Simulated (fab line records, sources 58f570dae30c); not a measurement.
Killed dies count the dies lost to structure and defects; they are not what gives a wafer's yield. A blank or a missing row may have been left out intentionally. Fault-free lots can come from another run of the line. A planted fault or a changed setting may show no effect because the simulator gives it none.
Comparing a struck lot with a sound one    flow berkeley_cmos170    13 out of 331 route steps
Sound: the wafers L155.2, L155.4, L155.5. The struck wafers were L163.2, L163.4, L163.5. At the end, the cause is stated.
Order at every step that has rows: each side's tool, ch and its chambers, its first start. Under that, the readings that differ: sound wafers    struck wafers    difference of the means    sigmas: that difference in standard deviations of wafers without a fault.
alike: a reading whose means differ by less than 2 such deviations, as well as words and numbers matching on both sides. not compared: withheld readings; readings where some wafer has no value; bounds like >300 that might hide an equal value; numbers whose values overlap and for which the record gives no deviation.
A row with sigmas, a row that says differs or no value, or rows on one side alone: a step with any of these is where the two part. Non-overlapping numbers with no deviation appear without sigmas and do not part them. A reading that every wafer of one side lacks parts them only if that side has two wafers or more.

UCB170_START_BOW_MEAS_00:
  sound: film_metro-03 at day 1 20:01; struck: film_metro-01 at day 3 12:01
  alike: INCOMING_BOW
then, 2 steps without rows for these wafers: UCB170_START_CLEAN_01 (cleans in dHF, time 60 s); UCB170_START_OXIDATION_02 (target thk 20 nm, ox time 1800 s).
UCB170_START_THK_MEAS_03:
  sound: film_metro-03 at day 1 23:12; struck: film_metro-02 at day 3 17:31
reading               sound           struck          difference  sigmas
START_OXIDE_THK (nm)  20.2 20.3 20.4  19.7 19.6 19.6  -0.7        -2
then, 7 steps without rows for these wafers: UCB170_START_ANNEAL_04 (time 1200 s); UCB170_ZERO_HMDS_00 (prime time 60 s); UCB170_ZERO_COAT_01 (resist thk 900 nm); UCB170_ZERO_SOFTBAKE_02 (time 60 s); UCB170_ZERO_EXPOSE_03 (exposes mask PM MARKS, target cd 4000 nm); UCB170_ZERO_PEB_04; UCB170_ZERO_DEVELOP_05 (develop time 45 s).
UCB170_ZERO_ETCH_06: etches SiO2 in CHF3/CF4/Ar, time 12 s.
  sound on rie_diel-04 ch 0,1,2, day 2 02:28; struck on rie_diel-03 ch 0,2,3, day 4 00:57
  alike: CHF3_flow_sccm, drypump_motor_current_A, oes_product_au, rf_fwd_power_W, throttle_valve_pct
  not compared: rf_hours_counter_h
UCB170_ZERO_STRIP_07: strips in O2.
  sound on plasma_asher-03 ch 1, day 2 02:30; struck on plasma_asher-02 ch 1, day 4 00:59
  no value came back on the struck wafers for any of 6 readings (chamber_pressure_mTorr (mTorr), drypump_motor_current_A (A) and others); on the sound wafers chamber_pressure_mTorr (mTorr) reads 3504 3501 3501
reading                                sound  struck             difference  sigmas
model.KrF_of_ZERO_COAT_01.thk_nm (nm)  0 0 0  887.2 883.6 886.2  +885.7      
  not compared: rf_hours_counter_h

## WHERE THEY PART
Last at UCB170_ZERO_STRIP_07 as far as this record goes, first at UCB170_START_THK_MEAS_03.

WHY: whatever the simulator had introduced
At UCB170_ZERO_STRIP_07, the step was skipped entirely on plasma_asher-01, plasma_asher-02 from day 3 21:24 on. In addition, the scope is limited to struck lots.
